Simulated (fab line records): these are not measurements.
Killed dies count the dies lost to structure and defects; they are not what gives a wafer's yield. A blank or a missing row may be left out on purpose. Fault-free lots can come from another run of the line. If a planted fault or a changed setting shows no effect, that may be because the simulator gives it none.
Which of the tools did it? + flow ritCmos + 14 lots with 42 wafers sampled at 5 steps, on a route of 202 steps

WHAT EACH GAUGE READ, for each wafer
RIT_PWELL_OVL_MEAS_06.
| lot  | measured    | on         | PWELL_OVL (nm) |
|------|-------------|------------|----------------|
| L929 | day 2 02:53 | overlay-01 | 2.9 0.9 2.3    |
| L931 | day 2 13:22 | overlay-01 | 1.4 3.1 1.0    |
| L932 | day 2 18:08 | overlay-01 | -1.0 -1.1 -1.5 |
| L935 | day 3 09:03 | overlay-01 | 2.9 2.0 3.1    |
| L936 | day 3 15:08 | overlay-01 | -2.1 -2.2 -1.6 |
| L937 | day 3 18:59 | overlay-02 | -0.2 -2.1 0.1  |
| L938 | day 4 00:02 | overlay-01 | 1.7 2.3 2.3    |
| L939 | day 4 06:37 | overlay-01 | -2.9 -2.1 -2.7 |
| L941 | day 4 15:38 | overlay-01 | -0.9 0.6 0.5   |
| L942 | day 4 20:01 | overlay-02 | -0.1 -1.2 1.4  |
| L943 | day 5 01:20 | overlay-02 | 1.6 0.3 1.7    |
| L944 | day 5 06:23 | overlay-02 | -1.9 0.4 0.9   |
| L945 | day 5 13:52 | overlay-02 | -2.4 -2.2 -3.1 |
| L951 | day 6 19:49 | overlay-01 | -1.5 -2.1 -0.7 |

RIT_PLDD_OVL_MEAS_06.
| lot  | measured    | on         | PLDD_OVL (nm)  |
|------|-------------|------------|----------------|
| L929 | day 3 00:32 | overlay-01 | 0.2 -0.1 0.6   |
| L931 | day 3 09:28 | overlay-01 | 1.9 1.4 2.9    |
| L932 | day 3 14:56 | overlay-02 | -0.6 0.1 -0.6  |
| L935 | day 4 06:18 | overlay-02 | -1.3 -1.6 0.4  |
| L936 | day 4 12:42 | overlay-02 | -2.8 -1.8 -2.4 |
| L937 | day 4 15:09 | overlay-01 | -0.6 0.3 -1.2  |
| L938 | day 4 21:29 | overlay-01 | -0.4 0.0 -0.7  |
| L939 | day 5 02:33 | overlay-02 | -2.6 -1.5 -1.1 |
| L941 | day 5 16:57 | overlay-01 | 0.7 2.0 1.2    |
| L942 | day 5 21:34 | overlay-02 | -0.1 0.7 0.1   |
| L943 | day 5 23:55 | overlay-02 | - - -          |
| L944 | day 6 05:39 | overlay-01 | - - -          |
| L945 | day 6 11:58 | overlay-02 | -2.2 -1.7 -1.6 |
| L951 | day 7 17:01 | overlay-02 | -0.2 1.3 -0.2  |

RIT_NSD_TW_MEAS_10.
| lot  | measured    | on           | NSD_TW                        |
|------|-------------|--------------|-------------------------------|
| L929 | day 3 05:05 | filmMetro-03 | 3089 3075 3097                |
| L931 | day 3 14:11 | filmMetro-02 | 3092 3100 3089                |
| L932 | day 3 19:29 | filmMetro-03 | 3080 3081 3087                |
| L935 | day 4 10:54 | filmMetro-02 | 3100 3098 3097                |
| L936 | day 4 17:34 | filmMetro-01 | 3097 3093 3096                |
| L937 | day 4 19:44 | filmMetro-02 | 3096 3081 3086                |
| L938 | day 5 04:20 | filmMetro-03 | 3084 3091 3092                |
| L939 | day 5 07:06 | filmMetro-02 | 3141 3132 3114                |
| L941 | day 5 21:34 | filmMetro-02 | 3110 3119 3148                |
| L942 | day 6 02:57 | filmMetro-02 | 3103 3105 3111                |
| L943 | day 6 04:22 | filmMetro-02 | 3277 3272 3269 3268 3281 3274 |
| L944 | day 6 10:32 | filmMetro-01 | 3286 3310 3287 3311 3277 3308 |
| L945 | day 6 16:32 | filmMetro-03 | 3101 3106 3112                |
| L951 | day 7 21:35 | filmMetro-02 | 3119 3129 3116                |

TOOL THAT RAN EACH LOT (tool first, then ch and the chambers of the sampled wafers, then the start)
| lot  | RIT_NLDD_STRIP_09                  | RIT_PLDD_COAT_01                |
|------|------------------------------------|---------------------------------|
| L929 | plasmaAsher-04 ch 0,1, day 2 23:20 | lithoTrack-03 ch 0, day 2 23:43 |
| L931 | plasmaAsher-01 ch 0,1, day 3 08:23 | lithoTrack-01 ch 0, day 3 08:46 |
| L932 | plasmaAsher-01 ch 0,1, day 3 13:43 | lithoTrack-04 ch 0, day 3 14:06 |
| L935 | plasmaAsher-04 ch 0,1, day 4 05:13 | lithoTrack-03 ch 0, day 4 05:36 |
| L936 | plasmaAsher-04 ch 0,1, day 4 11:29 | lithoTrack-03 ch 0, day 4 11:52 |
| L937 | plasmaAsher-03 ch 0,1, day 4 13:56 | lithoTrack-01 ch 0, day 4 14:21 |
| L938 | plasmaAsher-04 ch 0,1, day 4 20:17 | lithoTrack-01 ch 0, day 4 20:40 |
| L939 | plasmaAsher-03 ch 0,1, day 5 01:20 | lithoTrack-01 ch 0, day 5 01:44 |
| L941 | plasmaAsher-03 ch 0,1, day 5 15:52 | lithoTrack-04 ch 0, day 5 16:15 |
| L942 | plasmaAsher-04 ch 0,1, day 5 20:29 | lithoTrack-04 ch 0, day 5 20:52 |
| L943 | plasmaAsher-04 ch 0,1, day 5 22:42 | lithoTrack-03, day 5 23:07      |
| L944 | plasmaAsher-04 ch 0,1, day 6 04:16 | lithoTrack-03, day 6 04:50      |
| L945 | plasmaAsher-01 ch 0,1, day 6 10:52 | lithoTrack-01 ch 0, day 6 11:16 |
| L951 | plasmaAsher-04 ch 0,1, day 7 15:48 | lithoTrack-04 ch 0, day 7 16:11 |
- RIT_NLDD_STRIP_09: strips in O2, time 180 s.
- RIT_PLDD_COAT_01: resist thk 1000 nm.

WHAT THE TOOLS THEMSELVES READ (means of the sampled wafers that have a number; where no wafer has one, the mark that the record gives instead)
RIT_NLDD_STRIP_09.
| lot  | tool           | drypumpMotorCurrentA (A) | rfReflPowerW (W) |
|------|----------------|--------------------------|------------------|
| L929 | plasmaAsher-04 | 6.02                     | 6.6              |
| L931 | plasmaAsher-01 | 6.10                     | 6.2              |
| L932 | plasmaAsher-01 | 5.92                     | 7.1              |
| L935 | plasmaAsher-04 | 6.03                     | 6.7              |
| L936 | plasmaAsher-04 | 6.03                     | 6.6              |
| L937 | plasmaAsher-03 | 5.76                     | 6.9              |
| L938 | plasmaAsher-04 | 6.03                     | 6.5              |
| L939 | plasmaAsher-03 | 5.77                     | 6.9              |
| L941 | plasmaAsher-03 | 5.91                     | 7.9              |
| L942 | plasmaAsher-04 | 6.21                     | 6.7              |
| L943 | plasmaAsher-04 | 6.03                     | 6.5              |
| L944 | plasmaAsher-04 | 6.03                     | 6.7              |
| L945 | plasmaAsher-01 | 6.12                     | 6.5              |
| L951 | plasmaAsher-04 | 6.21                     | 6.6              |

RIT_PLDD_COAT_01.
| lot  | tool          | chillPlateTempC (C) | dispensePressureKPa (kPa) |
|------|---------------|---------------------|---------------------------|
| L929 | lithoTrack-03 | 22.99               | 58                        |
| L931 | lithoTrack-01 | 23.06               | 47                        |
| L932 | lithoTrack-04 | 22.97               | 54                        |
| L935 | lithoTrack-03 | 23.03               | 58                        |
| L936 | lithoTrack-03 | 23.13               | 58                        |
| L937 | lithoTrack-01 | 22.99               | 47                        |
| L938 | lithoTrack-01 | 23.04               | 47                        |
| L939 | lithoTrack-01 | 23.03               | 47                        |
| L941 | lithoTrack-04 | 22.90               | 54                        |
| L942 | lithoTrack-04 | 23.10               | 54                        |
| L943 | lithoTrack-03 | -                   | -                         |
| L944 | lithoTrack-03 | -                   | -                         |
| L945 | lithoTrack-01 | 22.91               | 47                        |
| L951 | lithoTrack-04 | 22.93               | 54                        |

THE ANSWER, worked out from the rows above alone
Rule: the usual values come from the lots themselves. Put in order of their means at a reading, lots are off if they are a third of the lots or fewer, leave a main group of 4 or more, and stand apart from it by a gap of 3 or more times the standard deviation of the main group's means; of several such gaps the widest counts. A main group is skipped when, at the precision printed for the reading in the tables above, its means are all equal. A lot without any number at a reading at which 4 lots or more have one is off too. All remaining lots with rows at the step are treated as sound. Order of review: gauges by route order, followed by the tools' own readings, for which a lot's mean as printed above is used. At the first step where some lot is off, the reading lying furthest off is the one used; lots without a number count as furthest.
Off: at RIT_PLDD_OVL_MEAS_06 (PLDD_OVL), L943, L944. Without a number there: L943, L944. For the main group the mean is -0.3 nm and the standard deviation 1.2.
If a tool, at a process step before that reading, ran all the lots that are off and no sound lot after the first of them, it fits. The gauges at RIT_PLDD_OVL_MEAS_06 aren't tried: what is off there is off at RIT_NSD_TW_MEAS_10 too, on other tools, and a gauge's error can't cause that. One fits: lithoTrack-03 at RIT_PLDD_COAT_01. A fault onset in the window from L936 (day 4 11:52, its last sound lot) to L943 (day 5 23:07, its first lot off) fits.
Blank at RIT_PLDD_COAT_01 on the lots that are off, where sound lots have numbers: chillPlateTempC, dispensePressureKPa.

WHAT WAS PUT IN BY THE SIMULATOR
Skipped step whole: lithoTrack-03, from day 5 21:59 on, at RIT_PLDD_COAT_01. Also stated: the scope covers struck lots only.
Struck lots among those shown: L943, L944. The rule above found the same.
